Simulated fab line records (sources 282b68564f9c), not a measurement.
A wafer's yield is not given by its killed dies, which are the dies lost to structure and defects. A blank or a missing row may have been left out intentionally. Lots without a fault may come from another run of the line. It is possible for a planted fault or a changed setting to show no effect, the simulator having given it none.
8D (eight disciplines) problem report, filled in by code / flow rit_cmos / the parts of the form that need people (team, actions taken, sign-off) are left out

== 1. THE PROBLEM ==
Across 6 wafers from 2 lots, GATE_POLY_THK at RIT_GATE_THK_MEAS_09 averages 270.7 nm, while fault-free wafers read 249.3 nm with a standard deviation of 2.3. That is +9.3 standard deviations from the usual mean.
First seen on wafer L744.1, day 5 16:11, on film_metro-04. Wafers with a number at this step in the record: 42, from 14 lots. The rule behind "out" and "out of limits": a value lying over 4 standard deviations away from the usual mean. The other wafers with a number count as sound.

== 2. WHAT IT IS, AND WHAT IT ISN'T ==
question=which readings at this step | is=GATE_POLY_THK | is not=-
question=which lots | is=L744, L747 | is not=L729, L730, L731, L733, L734, L735, L738, L739, L740, L743, L749, L752
question=which wafers of those lots | is=all that have a number | is not=-
question=read on which gauges | is=film_metro-03, film_metro-04 | is not=film_metro-01
question=when | is=from day 5 16:11 | is not=up to then (30 sound wafers); but 6 sound wafers of L749, L752 came after

== 3. THE SUSPECTS, EACH WITH WHAT RULES IT OUT ==
Counting: a tool at a process step up to the reading stays a suspect if it ran every lot that is out and no sound lot after the first of them.
- the gauge at RIT_GATE_THK_MEAS_09 is ruled out. Those wafers that are out were read across 2 gauges (film_metro-03, film_metro-04).
- lpcvd-02 at RIT_GATE_CVD_08 (deposits poly-Si from SiH4, target thk 250 nm, time 2220 s): kept. Every lot that is out went through it, starting with L744 (day 5 13:46), and after that it ran no sound lot; the last sound lot it ran before then is L743 (day 5 09:00). On those wafers its own readings are out: pressure_mtorr.
Left after counting: lpcvd-02 at RIT_GATE_CVD_08.

== 4. THE CAUSE (what the simulator had put in) ==
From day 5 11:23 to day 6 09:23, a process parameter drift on lpcvd-02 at RIT_GATE_CVD_08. The setting pressure_mtorr was moved by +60, starting from 300. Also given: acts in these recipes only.
The count eliminated every tool but this one.

== 5. SEQUENCE OF EFFECTS, ordered by route ==
One row per reading whose mean, taken over the struck wafers that have a number, lies over 3 standard deviations from the usual. Only readings for which the record gives a usual standard deviation are gone through. hours: the time from each lot's start at the first step in this table that gives one to its start at this step, as a median over the lots. sigmas: the change in usual standard deviations.
hours=0; step=RIT_GATE_CVD_08; reading=pressure_mtorr; usual=300.0 mTorr; on struck wafers=359.8; change=+59.8; sigmas=+95
hours=2; step=RIT_GATE_THK_MEAS_09; reading=GATE_POLY_THK; usual=249.3 nm; on struck wafers=270.7; change=+21.4; sigmas=+9.3
hours=4; step=RIT_GATE_ETCH_19; reading=oes_product_au; usual=0.841 a.u.; on struck wafers=0.891; change=+0.050; sigmas=+5.9
Process steps it contains:
- RIT_GATE_CVD_08: deposits poly-Si from SiH4, target thk 250 nm, time 2220 s.
- RIT_GATE_ETCH_19: etches poly-Si in SF6/CHF3/O2, stops on SiO2, time 165 s, target depth 312.5 nm.

== 6. HOW IT WOULD HAVE BEEN CAUGHT EARLIER ==
The first out-of-limits reading at a measuring or inspecting step in this record came at day 5 16:11, 5 hours after the fault's start at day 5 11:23.
The tool's own readings at RIT_GATE_CVD_08 were out on every struck wafer that the step has a row for (pressure_mtorr): an alarm limit on them would have fired on the first of those.
Among the 2 lots that are out, L747 began RIT_GATE_CVD_08 on lpcvd-02 after day 5 16:11. Putting the tool on hold at that point would have spared it.
